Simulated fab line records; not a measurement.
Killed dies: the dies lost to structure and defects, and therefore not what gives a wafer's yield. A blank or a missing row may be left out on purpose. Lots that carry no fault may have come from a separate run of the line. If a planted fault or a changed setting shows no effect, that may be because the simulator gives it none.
Code-filled problem report in 8D (eight disciplines) form	flow berkeley_cmos170	the parts of the form that need people (team, actions taken, sign-off) are left out

## 1. WHAT IS WRONG
Across 6 wafers from 2 lots, PLDD_TW at UCB170_PLDD_TW_MEAS_11 averages 956, while fault-free wafers read 1015 with a standard deviation of 4.3. That puts it -14 standard deviations away from the usual mean.
Earliest sighting: wafer L863.1 on film_metro-02 at day 8 23:52. At this step, 42 wafers from 14 lots have a number in the record. The rule behind "out" and "out of limits": a value lying over 4 standard deviations away from the usual mean. The other wafers with a number count as sound.

## 2. WHAT IT IS; WHAT IT IS NOT
question	is	is not
which readings at this step	PLDD_TW	-
which lots	L863, L865	L848, L850, L851, L852, L853, L854, L855, L858, L861, L867, L868, L871
which wafers of those lots	all that have a number	-
read on which gauges	film_metro-02, film_metro-03	film_metro-01
when	from day 8 23:52	up to then (27 sound wafers); but 9 sound wafers of L867, L868, L871 came after

## 3. WHAT RULES OUT EACH SUSPECT
Counting: any tool at a process step up to the reading is kept as a suspect provided that every lot that is out went through it and no sound lot did after the first of them.
- the gauge at UCB170_PLDD_TW_MEAS_11 has been ruled out. 2 gauges (film_metro-02, film_metro-03) read the wafers that are out.
- implanter-01 at UCB170_PLDD_IMPLANT_09: kept. It ran every lot that is out, first L863 (day 8 23:37), and no sound lot after that; its last sound lot up to then is L858 (day 8 02:56). Its own dose_ions_cm2, faraday_current_uA readings are out on those wafers.
After counting, what remains is implanter-01 at UCB170_PLDD_IMPLANT_09.

## 4. THE CAUSE (what the simulator had put in)
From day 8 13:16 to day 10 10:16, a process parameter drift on implanter-01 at UCB170_PLDD_IMPLANT_09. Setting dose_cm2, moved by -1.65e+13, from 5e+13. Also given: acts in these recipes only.
The count eliminated every tool but this one.

## 5. THE EFFECT CHAIN, in route order
Each row: a reading whose mean over the struck wafers that have a number lies more than 3 standard deviations from the usual. Scope: only readings with a usual standard deviation given in the record; hours: median across lots of the time from each lot's start at the first step in this table that gives one to its start at this step; sigmas: change in usual standard deviations.
hours	step	reading	usual	on struck wafers	change	sigmas
0	UCB170_PLDD_IMPLANT_09	dose_ions_cm2	5.002e+13	3.354e+13	-1.648e+13	-99 or more
0	UCB170_PLDD_IMPLANT_09	faraday_current_uA	158.3	105.6	-52.7	-18
0	UCB170_PLDD_TW_MEAS_11	PLDD_TW	1015	956	-59	-14
14	UCB170_SDANNEAL_RS_MEAS_04	PLDD_RS	1031.7 ohm/sq	1189.1	+157.4	+66
The process steps in it:
- UCB170_PLDD_IMPLANT_09

## 6. WHAT WOULD HAVE CAUGHT IT SOONER
In this record the first reading out of limits at a measuring or inspecting step was taken at day 8 23:52, 11 hours after the fault began at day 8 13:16.
Tool's own readings at UCB170_PLDD_IMPLANT_09, dose_ions_cm2, faraday_current_uA: out on all struck wafers the step has rows for; an alarm limit on them would have tripped on the first.
L865, from the lots that are out (2), started UCB170_PLDD_IMPLANT_09 on implanter-01 later than day 8 23:52. It would have been spared by a hold on the tool at that moment.
